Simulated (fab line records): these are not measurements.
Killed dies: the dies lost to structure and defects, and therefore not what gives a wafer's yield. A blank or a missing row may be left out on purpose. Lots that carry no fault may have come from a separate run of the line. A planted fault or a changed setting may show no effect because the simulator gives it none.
Which of the tools did it? | flow berkeley cmos170 | Sampling: 14 lots, 42 wafers, 4 of 331 route steps

## WHAT THE GAUGES READ, wafer by wafer
UCB170_CONTACT_OVL_MEAS_16. Usual: for CONTACT_OVL the level is -4 nm and the standard deviation is 6.1.
lot  | measured     | on         | CONTACT_OVL (nm) | flag
L836 | day 8 21:03  | overlay-01 | -18 -6 -10       |
L837 | day 8 20:22  | overlay-02 | 1 10 0           |
L838 | day 9 03:01  | overlay-02 | -6 -4 -6         |
L839 | day 9 03:17  | overlay-01 | -1 -3 -5         |
L841 | day 9 06:58  | overlay-02 | 11 8 9           |
L840 | day 9 13:42  | overlay-02 | -1 -7 4          |
L842 | day 9 23:37  | overlay-01 | -11 -11 -14      |
L845 | day 10 04:38 | overlay-01 | 4 7 6            |
L844 | day 10 03:43 | overlay-02 | -8 -8 -5         |
L846 | day 10 13:14 | overlay-02 | -3 -8 -6         |
L847 | day 10 13:41 | overlay-02 | -1 -5 4          |
L848 | day 11 01:05 | overlay-01 | -3 -2 -2         |
L850 | day 11 03:29 | overlay-01 | -13 -5 0         |
L853 | day 11 04:59 | overlay-01 | -4 -13 -8        |

UCB170_M1_CD_MEAS_09: target cd 700 nm. Usual: cd nm at 699.8 nm, with a standard deviation of 1.4.
lot  | measured     | on        | cd nm (nm)        | flag
L836 | day 8 23:16  | cd sem-01 | 701.6 699.2 702.2 |
L837 | day 8 22:20  | cd sem-02 | 700.8 700.8 699.9 |
L838 | day 9 05:04  | cd sem-02 | 696.8 698.6 698.1 |
L839 | day 9 05:08  | cd sem-01 | 696.7 698.6 697.7 |
L841 | day 9 09:55  | cd sem-02 | 700.5 699.5 699.3 |
L840 | day 9 18:01  | cd sem-01 | 699.0 699.3 699.9 |
L842 | day 10 03:49 | cd sem-02 | 699.8 700.3 699.4 |
L845 | day 10 06:40 | cd sem-01 | 702.4 702.7 702.9 |
L844 | day 10 06:25 | cd sem-02 | 699.8 700.2 699.5 |
L846 | day 10 16:11 | cd sem-02 | 700.1 699.7 699.7 |
L847 | day 10 17:02 | cd sem-02 | 699.5 699.1 698.7 |
L848 | day 11 03:37 | cd sem-02 | 699.9 699.3 700.4 |
L850 | day 11 05:17 | cd sem-02 | 697.3 697.4 697.2 |
L853 | day 11 06:41 | cd sem-02 | 699.9 699.4 699.8 |

UCB170_V2_THK_MEAS_04. Usual: for V2_POLISHED_THK the level is 1000.4 nm and the standard deviation is 1.1.
lot  | measured     | on            | V2_POLISHED_THK (nm) | flag
L836 | day 9 07:56  | film metro-03 | 998.1 1000.1 1001.3  |
L837 | day 9 06:40  | film metro-03 | 1000.3 998.5 999.7   |
L838 | day 9 14:11  | film metro-02 | 997.6 997.8 997.5    |
L839 | day 9 17:59  | film metro-04 | 999.5 1000.4 999.4   |
L841 | day 9 22:49  | film metro-02 | 1002.4 1000.0 1000.8 |
L840 | day 10 06:11 | film metro-04 | 1003.0 1001.6 1001.1 |
L842 | day 10 16:07 | film metro-04 | 999.3 999.9 1000.3   |
L845 | day 10 18:46 | film metro-02 | 999.9 1000.1 1002.1  |
L844 | day 10 15:48 | film metro-02 | 1002.2 999.9 1000.4  |
L846 | day 11 01:56 | film metro-04 | 1000.7 1000.4 999.7  |
L847 | day 11 05:19 | film metro-04 | 1000.2 1000.1 1000.7 |
L848 | day 11 11:35 | film metro-03 | 1000.2 1001.6 1000.9 |
L850 | day 11 14:41 | film metro-03 | 999.4 1000.3 1001.0  |
L853 | day 11 15:52 | film metro-02 | 1001.3 1001.0 1001.0 |

## TOOL THAT RAN EACH LOT (tool first, then ch and the chambers of the sampled wafers, then the start)
lot  | UCB170_PVT_IMPLANT_07
L836 | implanter-04 ch 0, day 7 01:56
L837 | implanter-02 ch 0, day 7 05:44
L838 | implanter-02 ch 0, day 7 09:43
L839 | implanter-04 ch 0, day 7 10:08
L841 | implanter-04 ch 0, day 7 20:31
L840 | implanter-01 ch 0, day 7 21:53
L842 | implanter-02 ch 0, day 8 02:23
L845 | implanter-04 ch 0, day 8 09:32
L844 | implanter-01 ch 0, day 8 10:10
L846 | implanter-01 ch 0, day 8 23:04
L847 | implanter-04 ch 0, day 8 23:09
L848 | implanter-02 ch 0, day 9 16:35
L850 | implanter-04 ch 0, day 9 16:44
L853 | implanter-04 ch 0, day 9 20:31
- UCB170_PVT_IMPLANT_07

## AS READ BY THE TOOLS THEMSELVES (means over the sampled wafers that have a number; for cases with no such wafer, the mark the record gives instead)
UCB170_PVT_IMPLANT_07. Usual: dose ions cm2 at 2.0004e+12, with a standard deviation of 2.3e+09.
lot  | tool         | dose ions cm2 | flag
L836 | implanter-04 | 1.9991e+12    |
L837 | implanter-02 | 1.9998e+12    |
L838 | implanter-02 | 2.0029e+12    |
L839 | implanter-04 | 2.0010e+12    |
L841 | implanter-04 | 1.9991e+12    |
L840 | implanter-01 | 2.0004e+12    |
L842 | implanter-02 | 2.0031e+12    |
L845 | implanter-04 | 2.0012e+12    |
L844 | implanter-01 | 2.0038e+12    |
L846 | implanter-01 | 2.0047e+12    |
L847 | implanter-04 | 2.0005e+12    |
L848 | implanter-02 | 1.9993e+12    |
L850 | implanter-04 | 1.9251e+12    | OFF
L853 | implanter-04 | 1.9255e+12    | OFF

## THE ANSWER, worked out from the rows above alone
Rule: a lot counts as off when the mean over its wafers that have a number is more than 3 standard deviations away from the usual mean. A lot without any number at a reading at which 4 lots or more have one is off too. Where the step has rows for the other lots, those lots are counted as sound. After the gauges, taken in route order, come the tools' own readings; for these a lot's mean is taken, as printed above. At the first step where some lot is off, the reading lying furthest off is the one used; lots without a number count as furthest.
Off: L850, L853, at UCB170_PVT_IMPLANT_07 (dose ions cm2).
If a tool, at that step or one of the process steps before it, ran each lot that is off and ran no sound lot following the first of them, it fits. One candidate fits, namely implanter-04 at UCB170_PVT_IMPLANT_07. Its last sound lot is L847 (day 8 23:09), its first lot that is off L850 (day 9 16:44): a fault that began between those two fits.
The tool's own readings at UCB170_PVT_IMPLANT_07 bear it out: on the lots that are off they differ by more than 5 times the standard deviation of the sound lots' means. dose ions cm2 reads 1.9253e+12 there against 2.0012e+12 on the sound lots.

## WHAT THE SIMULATOR HAD PUT IN
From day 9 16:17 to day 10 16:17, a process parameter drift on implanter-04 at UCB170_PVT_IMPLANT_07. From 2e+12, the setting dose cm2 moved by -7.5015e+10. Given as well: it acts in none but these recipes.
Shown lots that were struck: L850, L853. The rule above reached the same finding.
